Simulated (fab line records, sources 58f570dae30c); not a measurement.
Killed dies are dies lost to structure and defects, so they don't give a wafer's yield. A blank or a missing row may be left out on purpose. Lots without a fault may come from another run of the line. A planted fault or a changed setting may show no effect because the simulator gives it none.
Which tool did it? | flow berkeley_cmos170 | 15 lots, 45 wafers sampled, at 7 steps of a route of 331

WHAT THE GAUGES READ, wafer by wafer
UCB170_PLDD_OVL_MEAS_07. Usual: PLDD_OVL -3 nm, standard deviation 5.5.
lot  | measured     | on         | PLDD_OVL (nm) | flag
L844 | day 7 08:49  | overlay-01 | 12 3 0        |
L846 | day 7 17:42  | overlay-01 | -5 0 -2       |
L847 | day 8 00:41  | overlay-02 | -6 -5 -12     |
L849 | day 8 13:54  | overlay-01 | 8 -2 -3       |
L848 | day 8 14:11  | overlay-01 | -10 -7 -13    |
L850 | day 8 23:30  | overlay-01 | -3 -5 8       |
L851 | day 8 23:32  | overlay-01 | 2 4 2         |
L852 | day 9 06:04  | overlay-01 | -14 -10 -6    |
L855 | day 9 16:43  | overlay-01 | -3 -8 -10     |
L857 | day 10 06:49 | overlay-01 | -6 -4 -8      |
L860 | day 10 07:04 | overlay-02 | -4 -10 -3     |
L861 | day 11 05:42 | overlay-01 | -12 -7 -1     |
L864 | day 11 15:23 | overlay-01 | -1 -4 5       |
L866 | day 11 16:22 | overlay-01 | -2 -4 -8      |
L867 | day 12 11:08 | overlay-01 | -4 -7 -9      |

UCB170_PSD_CD_MEAS_06: target cd 1200 nm. Usual: cd_nm 1200.3 nm, standard deviation 1.1.
lot  | measured     | on        | cd_nm (nm)           | flag
L844 | day 7 19:31  | cd_sem-02 | 1200.3 1201.5 1199.7 |
L846 | day 8 09:55  | cd_sem-02 | 1197.9 1199.4 1199.2 |
L847 | day 8 09:48  | cd_sem-01 | 1199.0 1199.2 1196.5 |
L849 | day 9 00:29  | cd_sem-01 | 1200.2 1198.5 1200.2 |
L848 | day 9 00:14  | cd_sem-01 | 1200.6 1199.9 1200.4 |
L850 | day 9 07:44  | cd_sem-02 | 1199.6 1199.8 1199.0 |
L851 | day 9 07:59  | cd_sem-01 | 1200.3 1200.5 1200.2 |
L852 | day 9 16:05  | cd_sem-01 | 1199.5 1199.3 1198.4 |
L855 | day 10 04:25 | cd_sem-01 | 1202.7 1200.3 1201.2 |
L857 | day 10 15:53 | cd_sem-01 | 1201.8 1200.3 1200.9 |
L860 | day 10 16:08 | cd_sem-01 | 1201.3 1201.7 1201.5 |
L861 | day 11 14:12 | cd_sem-01 | 1199.9 1200.4 1200.8 |
L864 | day 12 00:11 | cd_sem-01 | 1199.2 1198.9 1198.8 |
L866 | day 12 00:28 | cd_sem-02 | 1201.5 1202.2 1202.1 |
L867 | day 12 21:48 | cd_sem-01 | 1201.2 1200.3 1199.9 |

UCB170_PSD_TW_MEAS_10. Usual: PSD_TW 2325, standard deviation 17.
lot  | measured     | on            | PSD_TW         | flag
L844 | day 7 19:56  | film_metro-02 | 2329 2329 2333 |
L846 | day 8 10:19  | film_metro-02 | 2338 2314 2336 |
L847 | day 8 10:13  | film_metro-02 | 2323 2326 2315 |
L849 | day 9 00:53  | film_metro-04 | 2337 2335 2337 |
L848 | day 9 00:37  | film_metro-01 | 2324 2316 2318 |
L850 | day 9 08:08  | film_metro-02 | 2320 2310 2305 |
L851 | day 9 08:23  | film_metro-01 | 2313 2312 2316 |
L852 | day 9 16:28  | film_metro-04 | 2276 2267 2270 | OFF
L855 | day 10 04:49 | film_metro-02 | 2243 2248 2265 | OFF
L857 | day 10 16:17 | film_metro-01 | 2249 2239 2255 | OFF
L860 | day 10 16:31 | film_metro-01 | 2310 2314 2305 |
L861 | day 11 14:37 | film_metro-02 | 2320 2323 2314 |
L864 | day 12 00:35 | film_metro-02 | 2341 2328 2325 |
L866 | day 12 00:50 | film_metro-04 | 2366 2357 2370 |
L867 | day 12 22:13 | film_metro-01 | 2311 2309 2318 |

UCB170_SDANNEAL_RS_MEAS_02: measures by four-point-probe. Usual: PSD_RS 75.5 ohm/sq, standard deviation 0.32.
lot  | measured     | on            | PSD_RS (ohm/sq) | flag
L844 | day 8 01:01  | film_metro-04 | 75.2 75.3 75.2  |
L846 | day 8 14:25  | film_metro-02 | 75.9 76.0 75.9  |
L847 | day 8 14:05  | film_metro-01 | 75.6 75.8 75.2  |
L849 | day 9 05:20  | film_metro-02 | 75.0 75.5 75.4  |
L848 | day 9 04:39  | film_metro-02 | 75.9 75.9 76.0  |
L850 | day 9 13:43  | film_metro-01 | 75.7 75.5 75.3  |
L851 | day 9 13:56  | film_metro-04 | 75.6 75.5 75.3  |
L852 | day 9 20:05  | film_metro-01 | 81.1 81.1 81.0  | OFF
L855 | day 10 11:44 | film_metro-02 | 81.0 80.6 81.1  | OFF
L857 | day 10 20:43 | film_metro-04 | 81.0 81.3 80.8  | OFF
L860 | day 10 20:37 | film_metro-02 | 74.9 75.1 75.0  |
L861 | day 11 22:10 | film_metro-02 | 74.9 75.1 74.9  |
L864 | day 12 06:00 | film_metro-01 | 74.7 74.8 75.4  |
L866 | day 12 06:17 | film_metro-02 | 75.6 75.6 75.5  |
L867 | day 13 02:13 | film_metro-02 | 75.6 75.4 75.6  |

WHICH TOOL RAN EACH LOT (tool, then ch and the chambers of the sampled wafers, then the start)
lot  | UCB170_PSD_PEB_04                 | UCB170_PSD_IMPLANT_08           | UCB170_PSD_STRIP_09
L844 | litho_track-04 ch 0, day 7 19:15  | implanter-02 ch 0, day 7 19:41  | plasma_asher-02 ch 0,1, day 7 19:50
L846 | litho_track-02 ch 0, day 8 09:38  | implanter-04 ch 0, day 8 10:04  | plasma_asher-01 ch 0, day 8 10:13
L847 | litho_track-04 ch 0, day 8 09:32  | implanter-02 ch 0, day 8 09:58  | plasma_asher-03 ch 0,1, day 8 10:07
L849 | litho_track-04 ch 0, day 9 00:13  | implanter-02 ch 0, day 9 00:38  | plasma_asher-01 ch 0,1, day 9 00:47
L848 | litho_track-04 ch 0, day 8 23:58  | implanter-03 ch 0, day 9 00:23  | plasma_asher-02 ch 0,1, day 9 00:31
L850 | litho_track-04 ch 0, day 9 07:28  | implanter-03 ch 0, day 9 07:53  | plasma_asher-02 ch 0,1, day 9 08:02
L851 | litho_track-03 ch 0, day 9 07:43  | implanter-02 ch 0, day 9 08:08  | plasma_asher-03 ch 0,1, day 9 08:16
L852 | litho_track-04 ch 0, day 9 15:49  | implanter-03 ch 0, day 9 16:14  | plasma_asher-01 ch 0,1, day 9 16:23
L855 | litho_track-03 ch 0, day 10 04:10 | implanter-03 ch 0, day 10 04:35 | plasma_asher-03 ch 0,1, day 10 04:43
L857 | litho_track-03 ch 0, day 10 15:36 | implanter-03 ch 0, day 10 16:02 | plasma_asher-03 ch 0,1, day 10 16:11
L860 | litho_track-04 ch 0, day 10 15:52 | implanter-04 ch 0, day 10 16:17 | plasma_asher-01 ch 0,1, day 10 16:25
L861 | litho_track-02 ch 0, day 11 13:52 | implanter-04 ch 0, day 11 14:22 | plasma_asher-02 ch 0,1, day 11 14:31
L864 | litho_track-04 ch 0, day 11 23:54 | implanter-02 ch 0, day 12 00:20 | plasma_asher-03 ch 0,1, day 12 00:29
L866 | litho_track-02 ch 0, day 12 00:11 | implanter-04 ch 0, day 12 00:37 | plasma_asher-02 ch 0,1, day 12 00:46
L867 | litho_track-02 ch 0, day 12 21:32 | implanter-04 ch 0, day 12 21:58 | plasma_asher-03 ch 0, day 12 22:07
- UCB170_PSD_PEB_04
- UCB170_PSD_IMPLANT_08
- UCB170_PSD_STRIP_09: strips in O2.

WHAT THE TOOLS THEMSELVES READ (means of the sampled wafers that have a number; where no wafer has one, the mark that the record gives instead)
UCB170_PSD_PEB_04. Usual: exhaust_pa 45.0 Pa, standard deviation 0.84; plate_sensor_t_centre_C 131.41 C, standard deviation 0.0097; plate_sensor_t_edge_C 131.53 C, standard deviation 0.0098.
lot  | tool           | exhaust_pa (Pa) | plate_sensor_t_centre_C (C) | plate_sensor_t_edge_C (C) | flag
L844 | litho_track-04 | 45.2            | 131.40                      | 131.53                    |
L846 | litho_track-02 | 45.7            | 131.41                      | 131.53                    |
L847 | litho_track-04 | 43.4            | 131.39                      | 131.53                    |
L849 | litho_track-04 | 44.7            | 131.40                      | 131.52                    |
L848 | litho_track-04 | 44.3            | 131.40                      | 131.53                    |
L850 | litho_track-04 | 45.5            | 131.41                      | 131.53                    |
L851 | litho_track-03 | 45.5            | 131.41                      | 131.53                    |
L852 | litho_track-04 | 45.9            | 131.40                      | 131.53                    |
L855 | litho_track-03 | 45.0            | 131.41                      | 131.52                    |
L857 | litho_track-03 | 45.3            | 131.41                      | 131.53                    |
L860 | litho_track-04 | 45.5            | 131.42                      | 131.53                    |
L861 | litho_track-02 | 46.0            | 131.42                      | 131.54                    |
L864 | litho_track-04 | 44.7            | 131.41                      | 131.53                    |
L866 | litho_track-02 | 45.1            | 131.42                      | 131.53                    |
L867 | litho_track-02 | 45.6            | 131.41                      | 131.52                    |

UCB170_PSD_IMPLANT_08. Usual: dose_ions_cm2 3e+15, standard deviation 3.5e+12; end_station_pressure_torr 1.25e-05 Torr, standard deviation 5.9e-07; faraday_current_uA 9276, standard deviation 190.
lot  | tool         | dose_ions_cm2 | end_station_pressure_torr (Torr) | faraday_current_uA | flag
L844 | implanter-02 | 3e+15         | 1.23e-05                         | 9111               |
L846 | implanter-04 | 3e+15         | 1.21e-05                         | 9251               |
L847 | implanter-02 | 3e+15         | 1.29e-05                         | 9165               |
L849 | implanter-02 | 3e+15         | 1.23e-05                         | 9366               |
L848 | implanter-03 | 3e+15         | 1.29e-05                         | 9331               |
L850 | implanter-03 | 3e+15         | 1.26e-05                         | 9438               |
L851 | implanter-02 | 3e+15         | 1.18e-05                         | 9221               |
L852 | implanter-03 | 3e+15         | 1.19e-05                         | 8285               | OFF
L855 | implanter-03 | 3e+15         | 1.22e-05                         | 8329               | OFF
L857 | implanter-03 | 3e+15         | 1.16e-05                         | 8481               | OFF
L860 | implanter-04 | 3e+15         | 1.24e-05                         | 9422               |
L861 | implanter-04 | 3e+15         | 1.21e-05                         | 9274               |
L864 | implanter-02 | 3e+15         | 1.29e-05                         | 9358               |
L866 | implanter-04 | 3e+15         | 1.23e-05                         | 8993               |
L867 | implanter-04 | 3e+15         | 1.25e-05                         | 9433               |

UCB170_PSD_STRIP_09. Usual: drypump_motor_current_A 5.8 A, standard deviation 0.47; oes_product_au 0.600 a.u., standard deviation 0.0051; strip_time_to_endpoint_s 29.37 s, standard deviation 0.08.
lot  | tool            | drypump_motor_current_A (A) | oes_product_au (a.u.) | strip_time_to_endpoint_s (s) | flag
L844 | plasma_asher-02 | 5.9                         | 0.599                 | 29.34                        |
L846 | plasma_asher-01 | 6.5                         | 0.600                 | 29.30                        |
L847 | plasma_asher-03 | 5.6                         | 0.599                 | 29.36                        |
L849 | plasma_asher-01 | 6.4                         | 0.600                 | 29.39                        |
L848 | plasma_asher-02 | 5.5                         | 0.602                 | 29.45                        |
L850 | plasma_asher-02 | 5.9                         | 0.599                 | 29.37                        |
L851 | plasma_asher-03 | 5.6                         | 0.595                 | 29.40                        |
L852 | plasma_asher-01 | 6.4                         | 0.615                 | 28.32                        | OFF
L855 | plasma_asher-03 | 5.6                         | 0.612                 | 28.30                        | OFF
L857 | plasma_asher-03 | 5.6                         | 0.614                 | 28.29                        | OFF
L860 | plasma_asher-01 | 6.4                         | 0.600                 | 29.47                        |
L861 | plasma_asher-02 | 5.5                         | 0.597                 | 29.43                        |
L864 | plasma_asher-03 | 5.6                         | 0.605                 | 29.55                        |
L866 | plasma_asher-02 | 5.9                         | 0.597                 | 29.26                        |
L867 | plasma_asher-03 | 5.7                         | 0.596                 | 29.29                        |

THE ANSWER, worked out from the rows above alone
Rule: a lot is off if the mean of its wafers that have a number lies more than 3 standard deviations from the usual mean. A lot without any number at a reading at which 4 lots or more have one is off too. The other lots that the step has rows for count as sound. The gauges are gone through in route order, then the tools' own readings, and for those a lot's mean is taken as printed above. The first step at which some lot is off is used, and at that step the reading that is off furthest; a lot without a number counts as furthest.
Off: L852, L855, L857, at UCB170_PSD_TW_MEAS_10 (PSD_TW).
A tool fits if, at a process step before that reading, it ran every lot that is off, and no sound lot after the first of them. The gauges at UCB170_PSD_TW_MEAS_10 aren't tried: what is off there is off at UCB170_PSD_IMPLANT_08 too, on other tools, and a gauge's error can't cause that. One fits: implanter-03 at UCB170_PSD_IMPLANT_08. Its last sound lot is L850 (day 9 07:53), its first lot that is off L852 (day 9 16:14): a fault that began between those two fits.
The tool's own readings at UCB170_PSD_IMPLANT_08 bear it out: on the lots that are off they differ by more than 5 times the standard deviation of the sound lots' means. faraday_current_uA reads 8365 there against 9280 on the sound lots.

WHAT THE SIMULATOR HAD PUT IN
Process parameter drift: implanter-03, from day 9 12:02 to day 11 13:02, at UCB170_PSD_IMPLANT_08. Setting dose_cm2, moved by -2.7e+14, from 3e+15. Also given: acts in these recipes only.
Lots struck among those shown: L852, L855, L857. The rule above found the same.
